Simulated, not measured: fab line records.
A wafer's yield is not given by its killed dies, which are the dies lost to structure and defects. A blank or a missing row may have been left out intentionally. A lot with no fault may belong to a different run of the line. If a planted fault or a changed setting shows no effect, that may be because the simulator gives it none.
Comparing a struck lot with a sound one -- flow rit cmos -- 44 steps out of a route of 202
Sound: these wafers, L342.2, L342.3, L342.5. Struck: wafers L346.3, L346.5, L346.6. Last of all comes the cause.
At each step with rows: each side's tool, then ch and its chambers, then its first start. Under that, the readings that differ: sound wafers -- struck wafers -- difference of the means -- sigmas: that difference in standard deviations of wafers without a fault.
alike: words and numbers the same on both sides, and readings whose means are apart by under 2 such deviations; not compared: readings that were withheld, readings missing a value for some wafer, numbers with overlapping values and no deviation given by the record, and bounds like >300 which may hide the same value.
A row with sigmas, a row that says differs or no value, or rows on one side alone: a step with any of these is where the two part. When numbers do not overlap yet have no deviation, they are printed without sigmas and do not part them. A reading that every wafer of one side lacks parts them only if that side has two wafers or more.

first, 4 steps without rows for these wafers: RIT_PLDD_SOFTBAKE_02 (time 60 s); RIT_PLDD_EXPOSE_03 (exposes mask M8, target cd 40900 nm); RIT_PLDD_PEB_04; RIT_PLDD_DEVELOP_05 (develop time 50 s).
RIT_PLDD_OVL_MEAS_06:
  sound on overlay-02 at day 3 05:52; struck on overlay-01 at day 4 00:19
  alike: PLDD_OVL
then, 2 steps without rows for these wafers: RIT_PLDD_HARDBAKE_07 (time 60 s); RIT_PLDD_IMPLANT_08.
RIT_PLDD_STRIP_09: strips in O2, time 180 s.
  sound on plasma asher-01 ch 0,1, day 3 06:11; struck on plasma asher-02 ch 0,1, day 4 00:41
  alike: drypump motor current A
  not compared: rf hours counter h
RIT_PLDD_TW_MEAS_10:
  sound on film metro-03 at day 3 06:23; struck on film metro-01 at day 4 00:49
  alike: PLDD_TW
then, 3 steps without rows for these wafers: RIT_SPACER_CLEAN_00 (cleans in SC1, time 600 s); RIT_SPACER_CLEAN_01 (cleans in dHF, time 30 s); RIT_SPACER_CLEAN_02 (cleans in SC2, time 600 s).
RIT_SPACER_CVD_03: deposits Si3N4 from SiH2Cl2/NH3, target thk 250 nm, time 3300 s.
  sound on lpcvd-01 ch 1, day 3 06:48; struck on lpcvd-01 ch 1, day 4 01:15
reading,sound,struck,difference,sigmas
sih2cl2 flow sccm (sccm),60.03 59.88 59.85,90.16 90.15 90.53,+30.36,+99 or more
model.Si3N4_of_SPACER_CVD_03.thk nm (nm),245 246.3 244.4,284.6 286.8 285.3,+40.3,
  alike: pressure mtorr
RIT_SPACER_THK_MEAS_04:
  sound on film metro-04 at day 3 08:43; struck on film metro-01 at day 4 03:11
reading,sound,struck,difference,sigmas
SPACER_NITRIDE_THK (nm),244.9 246.2 244.4,284.6 286.7 285.4,+40.4,+18
RIT_SPACER_ETCHBACK_05: etches Si3N4 in SF6/CHF3, stops on SiO2, target depth 250 nm, time 240 s.
  sound on rie diel-04 ch 0,1, day 3 08:46; struck on rie diel-03 ch 0,1,2, day 4 03:14
reading,sound,struck,difference,sigmas
oes product au (a.u.),0.846 0.830 0.848,0.940 0.902 0.933,+0.084,+7
model.etch.depth nm (nm),245 246.3 244.4,284.6 286.8 285.3,+40.3,
  alike: drypump motor current A, throttle valve pct
  not compared: rf hours counter h
then, 6 steps without rows for these wafers: RIT_NSD_HMDS_00 (prime time 60 s); RIT_NSD_COAT_01 (resist thk 1000 nm); RIT_NSD_SOFTBAKE_02 (time 60 s); RIT_NSD_EXPOSE_03 (exposes mask M9, target cd 40700 nm); RIT_NSD_PEB_04; RIT_NSD_DEVELOP_05 (develop time 50 s).
RIT_NSD_OVL_MEAS_06:
  sound on overlay-02 at day 3 09:47; struck on overlay-01 at day 4 04:26
  alike: NSD_OVL
then, 2 steps without rows for these wafers: RIT_NSD_HARDBAKE_07 (time 60 s); RIT_NSD_IMPLANT_08.
RIT_NSD_STRIP_09: strips in O2, time 180 s.
  sound on plasma asher-02 ch 0,1, day 3 10:13; struck on plasma asher-03 ch 0,1, day 4 04:49
  alike: drypump motor current A
  not compared: rf hours counter h
RIT_NSD_TW_MEAS_10:
  sound on film metro-03 at day 3 10:25; struck on film metro-04 at day 4 04:57
  alike: NSD_TW
then, 6 steps without rows for these wafers: RIT_PSD_HMDS_00 (prime time 60 s); RIT_PSD_COAT_01 (resist thk 1000 nm); RIT_PSD_SOFTBAKE_02 (time 60 s); RIT_PSD_EXPOSE_03 (exposes mask M10, target cd 40900 nm); RIT_PSD_PEB_04; RIT_PSD_DEVELOP_05 (develop time 50 s).
RIT_PSD_OVL_MEAS_06:
  sound on overlay-01 at day 3 11:19; struck on overlay-02 at day 4 05:51
  alike: PSD_OVL
then, 2 steps without rows for these wafers: RIT_PSD_HARDBAKE_07 (time 60 s); RIT_PSD_IMPLANT_08.
RIT_PSD_STRIP_09: strips in O2, time 180 s.
  sound on plasma asher-03 ch 0,1, day 3 11:38; struck on plasma asher-04 ch 0,1, day 4 06:14
  alike: drypump motor current A
  not compared: rf hours counter h
RIT_PSD_TW_MEAS_10:
  sound on film metro-04 at day 3 11:50; struck on film metro-03 at day 4 06:22
  alike: PSD_TW
then, 3 steps without rows for these wafers: RIT_SDANNEAL_CLEAN_00 (cleans in SC1, time 600 s); RIT_SDANNEAL_CLEAN_01 (cleans in dHF, time 30 s); RIT_SDANNEAL_CLEAN_02 (cleans in SC2, time 600 s).
RIT_SDANNEAL_RTA_03: time 5 s.
  sound on rtp anneal-02 ch 0, day 3 12:16; struck on rtp anneal-02 ch 0, day 4 06:50
  alike: wafer_temp_C_max
RIT_SDANNEAL_RS_MEAS_04: measures by four-point-probe.
  sound on film metro-01 at day 3 12:19; struck on film metro-01 at day 4 06:55
  alike: PSD_RS
RIT_SILICIDE_WET_ETCH_00: etches SiO2 in BOE, target depth 14 nm, time 15 s.
  sound on wet bench-04 ch 3, day 3 12:47; struck on wet bench-02 ch 2, day 4 07:21
reading,sound,struck,difference,sigmas
model.Si3N4_of_SPACER_CVD_03.thk nm (nm),192.6 191.2 190.1,222.1 223.1 223,+31.4,
RIT_M1_PROBE_99:
  sound on prober-01 at day 3 19:47; struck on prober-01 at day 4 14:23
reading,sound,struck,difference,sigmas
model.etest.pplus sal.width nm (nm),3431 3466 3480,3381 3362 3361,-91,
model.etest.nplus sal.width nm (nm),3443 3470 3473,3355 3375 3367,-96,
model.etest.nmos_0p15.r on ohm um,1125 1194 1190,1094 1106 1071,-79,
model.etest.nwell pinched.rs ohm sq,332.3 343.8 344,317 317.7 315.1,-23,
model.etest.pwell pinched.rs ohm sq,460.2 471.9 465.4,439.3 439.5 440.4,-26.1,
model.etest.contact nplus.end ohm um,41.75 41.54 42.19,38.67 38.08 37.37,-3.79,
model.etest.field p metal.vt v (V),-30.19 -29.68 -30.22,-30.7 -30.45 -30.98,-0.7,
model.etest.diode nplus comb.leak log10 a cm2,-5.342 -5.114 -4.95,-5.466 -5.69 -5.485,-0.412,
  alike: killed at contacts, killed at front end, killed dies, killed open, killed short

== WHERE THEY PART ==
Last at RIT_SPACER_ETCHBACK_05 as far as this record goes, first at RIT_SPACER_CVD_03. Later steps at which nothing parts them and some readings are alike: RIT_NSD_OVL_MEAS_06, RIT_NSD_STRIP_09, RIT_NSD_TW_MEAS_10, RIT_PSD_OVL_MEAS_06, RIT_PSD_STRIP_09, RIT_PSD_TW_MEAS_10, RIT_SDANNEAL_RTA_03, RIT_SDANNEAL_RS_MEAS_04, RIT_M1_PROBE_99.

WHY: what the simulator had put in
lpcvd-01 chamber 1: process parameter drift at RIT_SPACER_CVD_03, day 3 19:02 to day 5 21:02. The setting sih2cl2 flow sccm was moved by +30, starting from 60. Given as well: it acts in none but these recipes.
